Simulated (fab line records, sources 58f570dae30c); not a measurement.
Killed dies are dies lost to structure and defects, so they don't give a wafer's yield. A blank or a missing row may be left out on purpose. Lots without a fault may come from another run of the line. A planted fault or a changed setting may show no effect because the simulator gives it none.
A struck lot beside a sound one | flow berkeley_cmos170 | 43 steps out of a route of 331
Sound: wafers L456.1, L456.4, L456.5. Struck: wafers L465.1, L465.4, L465.5. The cause comes at the end.
At each step with rows: each side's tool, then ch and its chambers, then its first start. Under that, the readings that differ: sound wafers | struck wafers | difference of the means | sigmas: that difference in standard deviations of wafers without a fault.
alike: readings whose means differ by less than 2 such deviations, and words and numbers that are the same on both sides. not compared: withheld readings, readings that some wafer has no value for, bounds like >300 that may hide the same value, and numbers for which the record gives no deviation and whose values overlap.
The two part at a step that has a row with sigmas, a row that says differs or no value, or rows on one side only. Numbers that don't overlap but have no deviation are shown without sigmas and don't part them. A reading that every wafer of one side lacks parts them only if that side has two wafers or more.

first, 1 step without rows for these wafers: UCB170_PWELL_DEVELOP_12 (develop time 45 s).
UCB170_PWELL_OVL_MEAS_13:
  sound on overlay-02, day 5 02:20; struck on overlay-02, day 7 00:07
  reading        | sound | struck    | difference | sigmas
  PWELL_OVL (nm) | 0 7 1 | -6 -9 -15 | -13        | -2
UCB170_PWELL_ETCH_14: etches Si3N4 in CH3F/Ar/O2, stops on SiO2, target depth 242 nm, time 151 s.
  sound on rie_diel-04 ch 1,3, day 5 02:23; struck on rie_diel-04 ch 0,3, day 7 00:10
  alike: drypump_motor_current_A, oes_product_au, rf_fwd_power_W, throttle_valve_pct
  not compared: rf_hours_counter_h
then, 1 step without rows for these wafers: UCB170_PWELL_IMPLANT_15.
UCB170_PWELL_STRIP_16: strips in O2.
  sound on plasma_asher-04 ch 0,1, day 5 02:38; struck on plasma_asher-02 ch 1, day 7 00:25
  reading                     | sound       | struck      | difference | sigmas
  drypump_motor_current_A (A) | 4.9 4.9 5.4 | 6.6 6.6 6.6 | +1.5       | +3
  alike: oes_product_au, strip_time_to_endpoint_s
  not compared: rf_hours_counter_h
UCB170_PWELL_TW_MEAS_17:
  sound on film_metro-04, day 5 02:44; struck on film_metro-02, day 7 00:31
  reading  | sound       | struck      | difference | sigmas
  PWELL_TW | 383 384 385 | 373 371 372 | -12        | -3
then, 5 steps without rows for these wafers: UCB170_PWELL_CLEAN_18 (cleans in SPM, time 600 s); UCB170_PWELL_WET_ETCH_19 (etches Si3N4 in H3PO4, time 14400 s); UCB170_PWELL_WET_ETCH_20 (etches SiO2 in BOE, time 22 s); UCB170_WELLDRIVE_CLEAN_00 (cleans in SPM, time 600 s); UCB170_WELLDRIVE_OXIDATION_01 (target thk 199 nm, ox time 9000 s).
UCB170_WELLDRIVE_THK_MEAS_02:
  sound on film_metro-02, day 5 16:49; struck on film_metro-01, day 7 14:42
  alike: WELLDRIVE_OXIDE_THK
UCB170_WELLDRIVE_ANNEAL_03: time 900 s.
  sound on furnace-02 ch 0, day 5 22:16; struck on furnace-04 ch 0, day 7 21:17
  alike: spike_tc_load_C, tube_center_temp_C_max, zone_power_source_pct
then, 4 steps without rows for these wafers: UCB170_WELLDRIVE_WET_ETCH_04 (etches SiO2 in BOE, time 120 s); UCB170_ACTIVE_CLEAN_00 (cleans in SPM, time 600 s); UCB170_ACTIVE_CLEAN_01 (cleans in dHF, time 60 s); UCB170_ACTIVE_OXIDATION_02 (target thk 26.4 nm, ox time 1260 s).
UCB170_ACTIVE_THK_MEAS_03:
  sound on film_metro-03, day 6 06:37; struck on film_metro-03, day 8 07:15
  alike: ACTIVE_OXIDE_THK
then, 2 steps without rows for these wafers: UCB170_ACTIVE_ANNEAL_04 (time 900 s); UCB170_ACTIVE_CVD_05 (deposits Si3N4 from SiH2Cl2/NH3, target thk 220 nm, time 3300 s).
UCB170_ACTIVE_THK_MEAS_06:
  sound on film_metro-04, day 6 15:07; struck on film_metro-03, day 8 16:04
  alike: ACTIVE_NITRIDE_THK
then, 6 steps without rows for these wafers: UCB170_ACTIVE_HMDS_07 (prime time 60 s); UCB170_ACTIVE_COAT_08 (resist thk 900 nm); UCB170_ACTIVE_SOFTBAKE_09 (time 60 s); UCB170_ACTIVE_EXPOSE_10 (exposes mask ACTIVE, target cd 1200 nm); UCB170_ACTIVE_PEB_11; UCB170_ACTIVE_DEVELOP_12 (develop time 45 s).
UCB170_ACTIVE_CD_MEAS_13: target cd 1200 nm.
  sound on cd_sem-01, day 6 16:01; struck on cd_sem-02, day 8 17:58
  alike: cd_nm
UCB170_ACTIVE_OVL_MEAS_14:
  sound on overlay-02, day 6 16:08; struck on overlay-01, day 8 18:05
  alike: ACTIVE_OVL
UCB170_ACTIVE_ETCH_15: etches Si3N4 in CH3F/Ar/O2, stops on SiO2, target depth 242 nm, time 151 s.
  sound on rie_diel-02 ch 0,3, day 6 16:11; struck on rie_diel-03 ch 1,2,3, day 8 18:07
  reading               | sound             | struck            | difference | sigmas
  oes_product_au (a.u.) | 0.967 0.982 0.977 | 0.924 0.949 0.944 | -0.036     | -2
  alike: drypump_motor_current_A, rf_fwd_power_W, throttle_valve_pct
  not compared: rf_hours_counter_h
UCB170_ACTIVE_STRIP_16: strips in O2.
  sound on plasma_asher-01 ch 0, day 6 16:17; struck on plasma_asher-01 ch 0,1, day 8 18:13
  alike: drypump_motor_current_A, oes_product_au, strip_time_to_endpoint_s
  not compared: rf_hours_counter_h
UCB170_ACTIVE_CD_MEAS_90: target cd 1200 nm.
  sound on cd_sem-02, day 6 16:23; struck on cd_sem-01, day 8 18:21
  alike: cd_nm
then, 7 steps without rows for these wafers: UCB170_ACTIVE_CLEAN_17 (cleans in SPM, time 600 s); UCB170_PFIELD_HMDS_00 (prime time 60 s); UCB170_PFIELD_COAT_01 (resist thk 900 nm); UCB170_PFIELD_SOFTBAKE_02 (time 60 s); UCB170_PFIELD_EXPOSE_03 (exposes mask PFIELD, target cd 1500 nm); UCB170_PFIELD_PEB_04; UCB170_PFIELD_DEVELOP_05 (develop time 45 s).
UCB170_PFIELD_OVL_MEAS_06:
  sound on overlay-02, day 6 17:38; struck on overlay-02, day 8 19:46
  alike: PFIELD_OVL
then, 1 step without rows for these wafers: UCB170_PFIELD_IMPLANT_07.
UCB170_PFIELD_STRIP_08: strips in O2.
  sound on plasma_asher-01 ch 0,1, day 6 17:50; struck on plasma_asher-01 ch 0,1, day 8 19:56
  alike: drypump_motor_current_A, oes_product_au, strip_time_to_endpoint_s
  not compared: rf_hours_counter_h
-- the record jumps here: 4 days lie between the struck wafers' starts before and after (it left off in module PFIELD and takes up again in module M3, whose first step shown is number 331 of the route) --
UCB170_M3_PROBE_99:
  sound on prober-01, day 11 05:32; struck on prober-02, day 13 04:18
  reading                                                 | sound                | struck               | difference | sigmas
  model.etest.diode_nwell_sub.leak_log10_a_cm2            | -7.242 -7.458 -7.607 | -6.42 -6.132 -6.188  | +1.19      |
  model.etest.diode_nplus_pwell.leak_log10_a_cm2          | -7.745 -7.679 -7.571 | -6.758 -6.732 -6.99  | +0.838     |
  model.etest.diode_nplus_comb.leak_log10_a_cm2           | -7.452 -7.61 -7.554  | -6.591 -6.781 -6.621 | +0.874     |
  model.etest.diode_pplus_nwell.leak_log10_a_cm2          | -7.616 -7.39 -7.417  | -6.602 -6.744 -6.525 | +0.851     |
  model.etest.contact_diode_array.leak_log10_a (angstrom) | -11.45 -11.44 -11.36 | -10.74 -10.62 -11.07 | +0.61      |
  model.etest.select_edge_diode_n.leak_log10_a (angstrom) | -12.16 -12.09 -12.11 | -11.31 -11.57 -11.51 | +0.66      |
  model.etest.diode_pplus_comb.leak_log10_a_cm2           | -7.587 -7.35 -7.29   | -6.724 -6.392 -6.707 | +0.801     |
  model.etest.select_edge_diode_p.leak_log10_a (angstrom) | -12.1 -12.13 -12.01  | -11.73 -11.43 -11.59 | +0.50      |

WHERE THEY PART
First at UCB170_PWELL_OVL_MEAS_13; last, within this record, at UCB170_ACTIVE_ETCH_15. Later steps at which nothing parts them and some readings are alike: UCB170_ACTIVE_STRIP_16, UCB170_ACTIVE_CD_MEAS_90, UCB170_PFIELD_OVL_MEAS_06, UCB170_PFIELD_STRIP_08.

WHY: what the simulator had put in
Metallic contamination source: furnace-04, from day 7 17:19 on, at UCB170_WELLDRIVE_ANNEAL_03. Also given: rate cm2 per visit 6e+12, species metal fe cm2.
